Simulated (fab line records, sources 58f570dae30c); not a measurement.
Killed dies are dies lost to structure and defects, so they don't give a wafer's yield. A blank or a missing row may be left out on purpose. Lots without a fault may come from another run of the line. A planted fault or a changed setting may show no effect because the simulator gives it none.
Problem report in the 8D (eight disciplines) form, filled by code | flow berkeley_cmos170 | the parts of the form that need people (team, actions taken, sign-off) are left out

1. THE PROBLEM
bias_w at UCB170_GATE_ETCH_15 reads a mean of 200.0 W on 6 wafers of 2 lots; wafers without a fault read 150.0 W with a standard deviation of 0.4. That is +99 or more standard deviations from the usual mean.
The step: etches poly-Si in HBr/Cl2, stops on SiO2, time 56.3 s, target depth 278.2 nm.
First seen on wafer L568.1, day 9 11:19, on rie_si-01. The record holds 18 wafers of 6 lots with a number at this step. Rule for "out", or "out of limits": more than 4 standard deviations from the usual mean. The other wafers with a number count as sound.

2. WHAT IT IS AND WHAT IT IS NOT
question                    | is                     | is not
which readings at this step | bias_w                 | drypump_motor_current_A, mfc_cl2_sccm, oes_product_au, throttle_valve_pct
which lots                  | L568, L569             | L556, L558, L561, L574
which wafers of those lots  | all that have a number | -
read on which tools         | rie_si-01              | rie_si-02
when                        | from day 9 11:19       | up to then (9 sound wafers); but 3 sound wafers of L574 came after

3. SUSPECTS, AND WHAT RULES EACH OUT
Counting: a tool at a process step up to the reading stays a suspect if it ran every lot that is out and no sound lot after the first of them.
- rie_diel-02 at UCB170_GATE_ETCH_14 (etches BARC in N2/H2): kept. It ran every lot that is out, first L568 (day 9 11:16), and no sound lot after that.
- rie_si-01 at UCB170_GATE_ETCH_15 (etches poly-Si in HBr/Cl2, stops on SiO2, time 56.3 s, target depth 278.2 nm): kept. It ran every lot that is out, first L568 (day 9 11:19), and no sound lot after that; its last sound lot up to then is L561 (day 8 02:43). Its own readings are out on those wafers: bias_w.
Left after counting: rie_diel-02 at UCB170_GATE_ETCH_14, rie_si-01 at UCB170_GATE_ETCH_15.

4. THE CAUSE (what the simulator had put in)
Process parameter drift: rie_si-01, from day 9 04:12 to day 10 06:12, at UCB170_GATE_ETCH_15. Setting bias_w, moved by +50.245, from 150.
Counting left 2 suspects, and this tool is among them.

5. THE CHAIN OF EFFECTS, in route order
Each row: a reading whose mean over the struck wafers that have a number lies more than 3 standard deviations from the usual. Only readings for which the record gives a usual standard deviation are gone through. hours: the time from each lot's start at the first step in this table that gives one to its start at this step, as a median over the lots. sigmas: the change in usual standard deviations.
hours | step                | reading | usual   | on struck wafers | change | sigmas
0     | UCB170_GATE_ETCH_15 | bias_w  | 150.0 W | 200.0            | +50.0  | +99 or more
The process steps in it:
- UCB170_GATE_ETCH_15: etches poly-Si in HBr/Cl2, stops on SiO2, time 56.3 s, target depth 278.2 nm.

6. WHAT WOULD HAVE CAUGHT IT SOONER
In this record the first reading out of limits was taken at day 9 11:19, 7 hours after the fault began at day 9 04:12.
